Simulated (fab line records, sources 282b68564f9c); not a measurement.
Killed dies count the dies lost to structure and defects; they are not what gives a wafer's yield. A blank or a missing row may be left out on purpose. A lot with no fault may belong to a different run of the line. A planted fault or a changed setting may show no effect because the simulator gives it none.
A struck lot beside a sound one	flow rit cmos	43 out of 202 route steps
Sound: these wafers, L541.1, L541.2, L541.3. Struck: wafers L557.3, L557.4, L557.5. The cause is named last.
At each step with rows: each side's tool, then ch and its chambers, then its first start. Under that, the readings that differ: sound wafers	struck wafers	difference of the means	sigmas: that difference in standard deviations of wafers without a fault.
alike: readings whose means differ by less than 2 such deviations, and words and numbers that are the same on both sides. not compared: withheld readings, readings that some wafer has no value for, bounds like >300 that may hide the same value, and numbers for which the record gives no deviation and whose values overlap.
Wherever a step has rows on one side only, a row that says differs or no value, or a row with sigmas, the two part there. Non-overlapping numbers with no deviation appear without sigmas and do not part them. A reading that every wafer of one side lacks parts them only if that side has two wafers or more.

first, 2 steps without rows for these wafers: RIT_NLDD_HARDBAKE_07 (time 60 s); RIT_NLDD_IMPLANT_08.
RIT_NLDD_STRIP_09: strips in O2, time 180 s.
  sound on plasma asher-04 ch 0,1, day 3 12:49; struck on plasma asher-03 ch 0,1, day 6 15:00
reading	sound	struck	difference	sigmas
drypump motor current A (A)	6.3 6.7 6.4	5.8 5.8 5.8	-0.7	-2
  not compared: rf hours counter h
RIT_NLDD_TW_MEAS_10:
  sound: film metro-03 at day 3 12:59; struck: film metro-04 at day 6 15:08
  alike: NLDD_TW
then, 6 steps without rows for these wafers: RIT_PLDD_HMDS_00 (prime time 60 s); RIT_PLDD_COAT_01 (resist thk 1012 nm); RIT_PLDD_SOFTBAKE_02 (time 60 s); RIT_PLDD_EXPOSE_03 (exposes mask M8, target cd 40900 nm); RIT_PLDD_PEB_04; RIT_PLDD_DEVELOP_05 (develop time 50 s).
RIT_PLDD_OVL_MEAS_06:
  sound: overlay-01 at day 3 14:02; struck: overlay-02 at day 6 16:02
  alike: PLDD_OVL
then, 1 step without rows for these wafers: RIT_PLDD_HARDBAKE_07 (time 60 s).
RIT_PLDD_IMPLANT_08:
  sound on implanter-04 ch 0, day 3 14:14; struck on implanter-04 ch 0, day 6 16:16
reading	sound	struck	difference	sigmas
implant ion amu	49 49 49	75 75 75	+26	
model.implant.drp nm (nm)	9.752 9.752 9.752	7.212 7.212 7.212	-2.540	
model.implant.rp nm (nm)	17.62 17.62 17.62	15.59 15.59 15.59	-2.03	
RIT_PLDD_STRIP_09: strips in O2, time 180 s.
  sound on plasma asher-04 ch 0,1, day 3 14:23; struck on plasma asher-04 ch 0,1, day 6 16:25
  alike: drypump motor current A
  not compared: rf hours counter h
RIT_PLDD_TW_MEAS_10:
  sound: film metro-04 at day 3 14:34; struck: film metro-01 at day 6 16:34
reading	sound	struck	difference	sigmas
PLDD_TW	2311 2312 2313	2965 2981 2976	+662	+51
then, 4 steps without rows for these wafers: RIT_SPACER_CLEAN_00 (cleans in SC1, time 600 s); RIT_SPACER_CLEAN_01 (cleans in dHF, time 30 s); RIT_SPACER_CLEAN_02 (cleans in SC2, time 600 s); RIT_SPACER_CVD_03 (deposits Si3N4 from SiH2Cl2/NH3, target thk 250 nm, time 3300 s).
RIT_SPACER_THK_MEAS_04:
  sound: film metro-03 at day 3 16:56; struck: film metro-03 at day 6 18:56
  alike: SPACER_NITRIDE_THK
RIT_SPACER_ETCHBACK_05: etches Si3N4 in SF6/CHF3, stops on SiO2, target depth 250 nm, time 240 s.
  sound on rie diel-02 ch 0,2,3, day 3 17:00; struck on rie diel-01 ch 1,3, day 6 18:58
  alike: SF6_flow_sccm, drypump motor current A, oes product au, throttle valve pct
  not compared: rf hours counter h
then, 6 steps without rows for these wafers: RIT_NSD_HMDS_00 (prime time 60 s); RIT_NSD_COAT_01 (resist thk 1000 nm); RIT_NSD_SOFTBAKE_02 (time 60 s); RIT_NSD_EXPOSE_03 (exposes mask M9, target cd 40700 nm); RIT_NSD_PEB_04; RIT_NSD_DEVELOP_05 (develop time 50 s).
RIT_NSD_OVL_MEAS_06:
  sound: overlay-01 at day 3 18:07; struck: overlay-01 at day 6 19:59
  alike: NSD_OVL
then, 2 steps without rows for these wafers: RIT_NSD_HARDBAKE_07 (time 60 s); RIT_NSD_IMPLANT_08.
RIT_NSD_STRIP_09: strips in O2, time 180 s.
  sound on plasma asher-01 ch 0,1, day 3 18:28; struck on plasma asher-03 ch 0,1, day 6 20:22
  alike: drypump motor current A
  not compared: rf hours counter h
RIT_NSD_TW_MEAS_10:
  sound: film metro-04 at day 3 18:38; struck: film metro-01 at day 6 20:31
reading	sound	struck	difference	sigmas
NSD_TW	3066 3074 3067	3117 3104 3113	+42	+2
then, 6 steps without rows for these wafers: RIT_PSD_HMDS_00 (prime time 60 s); RIT_PSD_COAT_01 (resist thk 1000 nm); RIT_PSD_SOFTBAKE_02 (time 60 s); RIT_PSD_EXPOSE_03 (exposes mask M10, target cd 40900 nm); RIT_PSD_PEB_04; RIT_PSD_DEVELOP_05 (develop time 50 s).
RIT_PSD_OVL_MEAS_06:
  sound: overlay-01 at day 3 19:33; struck: overlay-02 at day 6 21:25
  alike: PSD_OVL
then, 2 steps without rows for these wafers: RIT_PSD_HARDBAKE_07 (time 60 s); RIT_PSD_IMPLANT_08.
RIT_PSD_STRIP_09: strips in O2, time 180 s.
  sound on plasma asher-04 ch 0,1, day 3 20:04; struck on plasma asher-01 ch 0,1, day 6 21:49
  alike: drypump motor current A
  not compared: rf hours counter h
RIT_SDANNEAL_RS_MEAS_06: a four-point-probe measurement.
  sound: film metro-04 at day 3 21:01; struck: film metro-03 at day 6 22:41
reading	sound	struck	difference	sigmas
PLDD_RS (ohm/sq)	178.1 178.8 178.7	68.5 68.6 68.6	-110.0	-99 or more

WHERE THEY PART
Earliest at RIT_NLDD_STRIP_09; latest, in this record, at RIT_SDANNEAL_RS_MEAS_06.

WHY: what the simulator had put in
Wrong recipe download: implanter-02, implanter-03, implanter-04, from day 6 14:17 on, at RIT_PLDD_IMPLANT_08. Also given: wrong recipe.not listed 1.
